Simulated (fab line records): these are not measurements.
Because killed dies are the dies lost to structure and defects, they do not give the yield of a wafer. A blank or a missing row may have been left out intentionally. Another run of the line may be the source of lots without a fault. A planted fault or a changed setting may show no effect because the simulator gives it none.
Code-filled problem report in 8D (eight disciplines) form / flow rit cmos / the parts of the form that need people (team, actions taken, sign-off) are left out

## 1. THE PROBLEM
Wafers without a fault read 34.56 W, standard deviation 0.054; heater power total W at RIT_PRETRO_SOFTBAKE_02 reads a mean of 35.08 W on 6 wafers belonging to 2 lots. That puts it +9.7 standard deviations away from the usual mean.
The step: time 60 s.
Seen first at day 2 22:09 on litho track-03, wafer L791.2. The record holds 42 wafers of 14 lots with a number at this step. Rule for "out" (also "out of limits"): further than 4 standard deviations from the usual mean. The rest of the wafers with a number are treated as sound.

## 2. WHAT IT IS, WHAT IT ISN'T
question=which readings at this step | is=heater power total W, plate temp C | is not=-
question=which lots | is=L791, L793 | is not=L788, L789, L790, L792, L801, L802, L804, L806, L807, L809, L810, L811
question=which wafers of those lots | is=all that have a number | is not=-
question=read on which tools | is=litho track-03 | is not=litho track-01, litho track-04
question=when | is=from day 2 22:09 | is not=up to then (9 sound wafers); but 27 sound wafers of L792, L801, L802, L804, L806, L807, L809, L810, L811 came after

## 3. THE SUSPECTS, EACH WITH WHAT RULES IT OUT
Counting: a tool at any process step up to the reading remains a suspect when it ran all the lots that are out and ran no sound lot after the first of those.
- litho track-03 at RIT_PRETRO_SOFTBAKE_02 (time 60 s): ruled out as a lasting fault. Sound lots L809, L811 ran on it after its first lot that is out, L791 (day 2 22:09).
Left after counting: nothing in the record.

## 4. THE CAUSE (what the simulator had put in)
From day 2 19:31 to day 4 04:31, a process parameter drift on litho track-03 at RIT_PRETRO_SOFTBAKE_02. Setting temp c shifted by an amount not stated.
Counting ruled it out, wrongly.

## 5. SEQUENCE OF EFFECTS, ordered by route
Rows list readings where the struck wafers' mean (over those with a number) sits beyond 3 standard deviations from the usual. Only readings whose record carries a usual standard deviation are examined. hours: median over the lots of the time between each lot's start at the first step of this table that gives one and its start at this step. sigmas: the change, counted in usual standard deviations.
hours=0; step=RIT_PRETRO_SOFTBAKE_02; reading=heater power total W; usual=34.56 W; on struck wafers=35.08; change=+0.52; sigmas=+9.7
hours=0; step=RIT_PRETRO_SOFTBAKE_02; reading=plate temp C; usual=90.01 C; on struck wafers=90.98; change=+0.97; sigmas=+7.5
Process steps it contains:
- RIT_PRETRO_SOFTBAKE_02: time 60 s.

## 6. WHAT WOULD HAVE CAUGHT IT SOONER
In this record no reading fell out of limits until day 2 22:09, 3 hours after the fault had begun at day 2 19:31.
